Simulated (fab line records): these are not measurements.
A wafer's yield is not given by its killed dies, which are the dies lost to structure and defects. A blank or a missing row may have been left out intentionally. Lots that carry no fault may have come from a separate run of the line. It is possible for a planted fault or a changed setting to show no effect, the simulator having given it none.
What tool caused it? || flow berkeley-cmos170 || Sampling: 15 lots, 45 wafers, 4 of 331 route steps

## WHAT EACH GAUGE READ, for each wafer
UCB170_WELLDRIVE_THK_MEAS_02.
{"lot": "L354", "measured": "day 4 13:09", "on": "film-metro-03", "WELLDRIVE_OXIDE_THK (nm)": "200 198 196"}
{"lot": "L353", "measured": "day 4 13:10", "on": "film-metro-02", "WELLDRIVE_OXIDE_THK (nm)": "202 203 201"}
{"lot": "L355", "measured": "day 4 19:39", "on": "film-metro-03", "WELLDRIVE_OXIDE_THK (nm)": "198 201 197"}
{"lot": "L356", "measured": "day 4 19:39", "on": "film-metro-04", "WELLDRIVE_OXIDE_THK (nm)": "194 197 194"}
{"lot": "L352", "measured": "day 4 19:40", "on": "film-metro-02", "WELLDRIVE_OXIDE_THK (nm)": "194 196 199"}
{"lot": "L357", "measured": "day 4 19:44", "on": "film-metro-04", "WELLDRIVE_OXIDE_THK (nm)": "196 198 198"}
{"lot": "L360", "measured": "day 5 22:05", "on": "film-metro-03", "WELLDRIVE_OXIDE_THK (nm)": "200 199 198"}
{"lot": "L361", "measured": "day 6 04:16", "on": "film-metro-03", "WELLDRIVE_OXIDE_THK (nm)": "198 201 196"}
{"lot": "L364", "measured": "day 6 08:05", "on": "film-metro-04", "WELLDRIVE_OXIDE_THK (nm)": "193 198 197"}
{"lot": "L366", "measured": "day 7 03:24", "on": "film-metro-02", "WELLDRIVE_OXIDE_THK (nm)": "207 207 204"}
{"lot": "L370", "measured": "day 7 11:26", "on": "film-metro-04", "WELLDRIVE_OXIDE_THK (nm)": "207 203 204"}
{"lot": "L371", "measured": "day 7 16:42", "on": "film-metro-04", "WELLDRIVE_OXIDE_THK (nm)": "198 200 196"}
{"lot": "L372", "measured": "day 7 16:43", "on": "film-metro-03", "WELLDRIVE_OXIDE_THK (nm)": "210 205 209"}
{"lot": "L373", "measured": "day 8 10:06", "on": "film-metro-02", "WELLDRIVE_OXIDE_THK (nm)": "203 202 199"}
{"lot": "L375", "measured": "day 8 10:07", "on": "film-metro-03", "WELLDRIVE_OXIDE_THK (nm)": "202 199 203"}

UCB170_ACTIVE_THK_MEAS_03.
{"lot": "L354", "measured": "day 5 08:10", "on": "film-metro-04", "ACTIVE_OXIDE_THK (nm)": "26.4 26.8 27.1"}
{"lot": "L353", "measured": "day 5 08:11", "on": "film-metro-03", "ACTIVE_OXIDE_THK (nm)": "26.3 26.1 26.4"}
{"lot": "L355", "measured": "day 5 13:31", "on": "film-metro-03", "ACTIVE_OXIDE_THK (nm)": "26.4 26.3 25.8"}
{"lot": "L356", "measured": "day 5 13:31", "on": "film-metro-04", "ACTIVE_OXIDE_THK (nm)": "26.3 26.2 26.1"}
{"lot": "L352", "measured": "day 5 13:35", "on": "film-metro-04", "ACTIVE_OXIDE_THK (nm)": "25.5 25.8 26.0"}
{"lot": "L357", "measured": "day 5 13:32", "on": "film-metro-01", "ACTIVE_OXIDE_THK (nm)": "26.7 26.5 26.4"}
{"lot": "L360", "measured": "day 6 06:14", "on": "film-metro-01", "ACTIVE_OXIDE_THK (nm)": "27.2 26.8 27.0"}
{"lot": "L361", "measured": "day 6 15:57", "on": "film-metro-03", "ACTIVE_OXIDE_THK (nm)": "27.7 28.1 28.4"}
{"lot": "L364", "measured": "day 6 15:58", "on": "film-metro-01", "ACTIVE_OXIDE_THK (nm)": "27.8 27.5 27.8"}
{"lot": "L366", "measured": "day 7 14:58", "on": "film-metro-03", "ACTIVE_OXIDE_THK (nm)": "26.3 26.3 26.7"}
{"lot": "L370", "measured": "day 7 23:16", "on": "film-metro-04", "ACTIVE_OXIDE_THK (nm)": "26.1 26.2 26.2"}
{"lot": "L371", "measured": "day 8 02:40", "on": "film-metro-03", "ACTIVE_OXIDE_THK (nm)": "26.6 26.5 26.5"}
{"lot": "L372", "measured": "day 8 02:41", "on": "film-metro-01", "ACTIVE_OXIDE_THK (nm)": "26.7 26.3 26.8"}
{"lot": "L373", "measured": "day 8 19:33", "on": "film-metro-03", "ACTIVE_OXIDE_THK (nm)": "26.2 26.4 26.5"}
{"lot": "L375", "measured": "day 8 19:37", "on": "film-metro-03", "ACTIVE_OXIDE_THK (nm)": "27.1 27.1 27.1"}

UCB170_GATE_THK_MEAS_02.
{"lot": "L354", "measured": "day 7 12:52", "on": "film-metro-02", "GATE_OXIDE_THK (nm)": "6.80 6.77 6.82"}
{"lot": "L353", "measured": "day 7 12:56", "on": "film-metro-02", "GATE_OXIDE_THK (nm)": "6.83 6.80 6.85"}
{"lot": "L355", "measured": "day 7 19:02", "on": "film-metro-02", "GATE_OXIDE_THK (nm)": "6.67 6.71 6.74"}
{"lot": "L356", "measured": "day 7 19:02", "on": "film-metro-04", "GATE_OXIDE_THK (nm)": "6.63 6.66 6.55"}
{"lot": "L352", "measured": "day 7 19:07", "on": "film-metro-02", "GATE_OXIDE_THK (nm)": "6.49 6.56 6.39"}
{"lot": "L357", "measured": "day 7 19:07", "on": "film-metro-03", "GATE_OXIDE_THK (nm)": "6.71 6.54 6.65"}
{"lot": "L360", "measured": "day 8 15:04", "on": "film-metro-04", "GATE_OXIDE_THK (nm)": "6.50 6.60 6.49"}
{"lot": "L361", "measured": "day 8 23:50", "on": "film-metro-03", "GATE_OXIDE_THK (nm)": "6.75 6.70 6.68"}
{"lot": "L364", "measured": "day 8 23:52", "on": "film-metro-04", "GATE_OXIDE_THK (nm)": "6.68 6.70 6.76"}
{"lot": "L366", "measured": "day 10 00:58", "on": "film-metro-02", "GATE_OXIDE_THK (nm)": "6.71 6.71 6.61"}
{"lot": "L370", "measured": "day 10 10:19", "on": "film-metro-04", "GATE_OXIDE_THK (nm)": "6.70 6.67 6.50"}
{"lot": "L371", "measured": "day 10 10:22", "on": "film-metro-02", "GATE_OXIDE_THK (nm)": "6.62 6.67 6.64"}
{"lot": "L372", "measured": "day 10 10:23", "on": "film-metro-04", "GATE_OXIDE_THK (nm)": "6.40 6.42 6.40"}
{"lot": "L373", "measured": "day 11 11:32", "on": "film-metro-04", "GATE_OXIDE_THK (nm)": "6.73 6.78 6.66"}
{"lot": "L375", "measured": "day 11 11:33", "on": "film-metro-03", "GATE_OXIDE_THK (nm)": "6.78 6.69 6.81"}

## EACH LOT AND THE TOOL THAT RAN IT (in order: tool; ch and the chambers of the sampled wafers; start)
{"lot": "L354", "UCB170_PVT_SOFTBAKE_02": "litho-track-01 ch 0, day 7 03:49"}
{"lot": "L353", "UCB170_PVT_SOFTBAKE_02": "litho-track-04 ch 0, day 7 04:41"}
{"lot": "L355", "UCB170_PVT_SOFTBAKE_02": "litho-track-01 ch 0, day 7 11:05"}
{"lot": "L356", "UCB170_PVT_SOFTBAKE_02": "litho-track-04 ch 0, day 7 10:49"}
{"lot": "L352", "UCB170_PVT_SOFTBAKE_02": "litho-track-03 ch 0, day 7 11:07"}
{"lot": "L357", "UCB170_PVT_SOFTBAKE_02": "litho-track-04 ch 0, day 7 11:19"}
{"lot": "L360", "UCB170_PVT_SOFTBAKE_02": "litho-track-04 ch 0, day 8 09:43"}
{"lot": "L361", "UCB170_PVT_SOFTBAKE_02": "litho-track-03 ch 0, day 8 16:07"}
{"lot": "L364", "UCB170_PVT_SOFTBAKE_02": "litho-track-01 ch 0, day 8 15:47"}
{"lot": "L366", "UCB170_PVT_SOFTBAKE_02": "litho-track-03 ch 0, day 9 16:38"}
{"lot": "L370", "UCB170_PVT_SOFTBAKE_02": "litho-track-01 ch 0, day 10 03:31"}
{"lot": "L371", "UCB170_PVT_SOFTBAKE_02": "litho-track-01 ch 0, day 10 06:41"}
{"lot": "L372", "UCB170_PVT_SOFTBAKE_02": "litho-track-03 ch 0, day 10 07:05"}
{"lot": "L373", "UCB170_PVT_SOFTBAKE_02": "litho-track-03 ch 0, day 11 07:53"}
{"lot": "L375", "UCB170_PVT_SOFTBAKE_02": "litho-track-03 ch 0, day 11 04:43"}
- UCB170_PVT_SOFTBAKE_02: time 60 s.

## AS READ BY THE TOOLS THEMSELVES (means over the sampled wafers that have a number; for cases with no such wafer, the mark the record gives instead)
UCB170_PVT_SOFTBAKE_02.
{"lot": "L354", "tool": "litho-track-01", "heater-power-total-W (W)": 56.80, "run-length-s (s)": 89.12}
{"lot": "L353", "tool": "litho-track-04", "heater-power-total-W (W)": 56.79, "run-length-s (s)": 89.21}
{"lot": "L355", "tool": "litho-track-01", "heater-power-total-W (W)": 56.82, "run-length-s (s)": 88.99}
{"lot": "L356", "tool": "litho-track-04", "heater-power-total-W (W)": 62.21, "run-length-s (s)": 73.05}
{"lot": "L352", "tool": "litho-track-03", "heater-power-total-W (W)": 56.81, "run-length-s (s)": 88.84}
{"lot": "L357", "tool": "litho-track-04", "heater-power-total-W (W)": 62.20, "run-length-s (s)": 73.08}
{"lot": "L360", "tool": "litho-track-04", "heater-power-total-W (W)": 62.13, "run-length-s (s)": 73.17}
{"lot": "L361", "tool": "litho-track-03", "heater-power-total-W (W)": 56.76, "run-length-s (s)": 88.92}
{"lot": "L364", "tool": "litho-track-01", "heater-power-total-W (W)": 56.81, "run-length-s (s)": 89.11}
{"lot": "L366", "tool": "litho-track-03", "heater-power-total-W (W)": 56.80, "run-length-s (s)": 89.00}
{"lot": "L370", "tool": "litho-track-01", "heater-power-total-W (W)": 56.80, "run-length-s (s)": 89.04}
{"lot": "L371", "tool": "litho-track-01", "heater-power-total-W (W)": 56.82, "run-length-s (s)": 89.01}
{"lot": "L372", "tool": "litho-track-03", "heater-power-total-W (W)": 56.79, "run-length-s (s)": 88.80}
{"lot": "L373", "tool": "litho-track-03", "heater-power-total-W (W)": 56.80, "run-length-s (s)": 88.91}
{"lot": "L375", "tool": "litho-track-03", "heater-power-total-W (W)": 56.79, "run-length-s (s)": 88.87}

## THE ANSWER, worked out from the rows above alone
Rule: the usual values come from the lots themselves. Put in order of their means at a reading, lots are off if they are a third of the lots or fewer, leave a main group of 4 or more, and stand apart from it by a gap of 3 or more times the standard deviation of the main group's means; of several such gaps the widest counts. A main group is skipped when, at the precision printed for the reading in the tables above, its means are all equal. Also off: a lot with no number at a reading for which 4 or more lots have one. Where the step has rows for the other lots, those lots are counted as sound. Order of review: gauges by route order, followed by the tools' own readings, for which a lot's mean as printed above is used. At the first step where some lot is off, the reading lying furthest off is the one used; lots without a number count as furthest.
Off: L356, L357, L360 (UCB170_PVT_SOFTBAKE_02, heater-power-total-W). The main group: mean 56.80 W, standard deviation 0.016.
A tool fits if, at that step or a process step before it, it ran every lot that is off, and no sound lot after the first of them. One candidate fits, namely litho-track-04 at UCB170_PVT_SOFTBAKE_02. A fault onset in the window from L353 (day 7 04:41, its last sound lot) to L356 (day 7 10:49, its first lot off) fits.
The tool's own readings at UCB170_PVT_SOFTBAKE_02 bear it out: on the lots that are off they differ by more than 5 times the standard deviation of the sound lots' means. heater-power-total-W reads 62.18 W there against 56.80 W on the sound lots; run-length-s reads 73.10 s there against 88.98 s on the sound lots.

## WHAT HAD BEEN PUT IN BY THE SIMULATOR
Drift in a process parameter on litho-track-04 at UCB170_PVT_SOFTBAKE_02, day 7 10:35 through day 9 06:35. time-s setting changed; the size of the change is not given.
Shown lots that were struck: L356, L357, L360. This agrees with what the rule above found.
